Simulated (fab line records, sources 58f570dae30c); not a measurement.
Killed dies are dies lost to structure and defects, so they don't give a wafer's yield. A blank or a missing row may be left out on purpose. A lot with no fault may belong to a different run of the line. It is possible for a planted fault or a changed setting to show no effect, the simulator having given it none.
Which of the tools did it? -- flow berkeley_cmos170 -- Sampling: 14 lots, 42 wafers, 2 of 331 route steps

## WHAT THE GAUGES READ, wafer by wafer
UCB170_V1_CD_MEAS_12: the cd target is 700 nm. Usual: cd_nm 699.6 nm, standard deviation 1.5.
lot,measured,on,cd_nm (nm),flag
L181,day 7 14:58,cd_sem-02,697.3 700.4 699.4,
L182,day 7 16:01,cd_sem-02,699.1 699.8 700.3,
L184,day 8 09:26,cd_sem-01,700.7 700.8 699.4,
L188,day 8 16:31,cd_sem-01,699.3 700.3 699.2,
L185,day 8 16:58,cd_sem-02,699.5 700.1 701.0,
L192,day 9 18:08,cd_sem-01,699.5 699.6 700.1,
L195,day 10 06:21,cd_sem-02,698.9 698.2 698.4,
L194,day 10 06:35,cd_sem-02,698.3 696.6 697.6,
L196,day 10 19:24,cd_sem-02,700.9 700.6 700.8,
L197,day 10 22:43,cd_sem-02,700.8 701.5 700.9,
L198,day 10 23:00,cd_sem-01,702.0 702.6 701.4,
L204,day 12 10:41,cd_sem-01,701.7 700.4 701.1,
L200,day 12 10:58,cd_sem-02,699.8 698.5 697.3,
L202,day 12 17:08,cd_sem-01,697.2 698.4 697.7,

UCB170_V1_OVL_MEAS_13. Usual: V1_OVL 3 nm, standard deviation 4.5.
lot,measured,on,V1_OVL (nm),flag
L181,day 7 15:05,overlay-01,9 1 0,
L182,day 7 16:07,overlay-01,10 6 0,
L184,day 8 09:34,overlay-01,4 6 7,
L188,day 8 16:38,overlay-01,10 6 10,
L185,day 8 17:05,overlay-01,0 -3 0,
L192,day 9 18:15,overlay-01,4 0 -1,
L195,day 10 06:28,overlay-02,2 11 8,
L194,day 10 06:43,overlay-01,2 4 4,
L196,day 10 19:29,overlay-01,-1 3 -7,
L197,day 10 22:50,overlay-02,13 9 6,
L198,day 10 23:05,overlay-02,-3 1 -2,
L204,day 12 10:47,overlay-02,-7 1 -4,
L200,day 12 11:02,overlay-01,9 4 9,
L202,day 12 17:13,overlay-01,13 1 8,

## WHAT TOOL EACH LOT RAN ON (gives the tool, then ch and the chambers of the sampled wafers, and finally the start)
Record: no process step prior to these readings.

## AS READ BY THE TOOLS THEMSELVES (means over the sampled wafers that have a number; for cases with no such wafer, the mark the record gives instead)
The record holds no such reading with a usual standard deviation.

## THE ANSWER, worked out from the rows above alone
Rule: lot off if the mean of its wafers having a number is beyond 3 standard deviations from the usual mean. A lot without any number at a reading at which 4 lots or more have one is off too. All remaining lots with rows at the step are treated as sound. Order of review: gauges by route order, followed by the tools' own readings, for which a lot's mean as printed above is used. The first step at which some lot is off is used, and at that step the reading that is off furthest; a lot without a number counts as furthest.
No lot is off at any reading shown: from this, nothing can be told.

## WHAT THE SIMULATOR HAD PUT IN
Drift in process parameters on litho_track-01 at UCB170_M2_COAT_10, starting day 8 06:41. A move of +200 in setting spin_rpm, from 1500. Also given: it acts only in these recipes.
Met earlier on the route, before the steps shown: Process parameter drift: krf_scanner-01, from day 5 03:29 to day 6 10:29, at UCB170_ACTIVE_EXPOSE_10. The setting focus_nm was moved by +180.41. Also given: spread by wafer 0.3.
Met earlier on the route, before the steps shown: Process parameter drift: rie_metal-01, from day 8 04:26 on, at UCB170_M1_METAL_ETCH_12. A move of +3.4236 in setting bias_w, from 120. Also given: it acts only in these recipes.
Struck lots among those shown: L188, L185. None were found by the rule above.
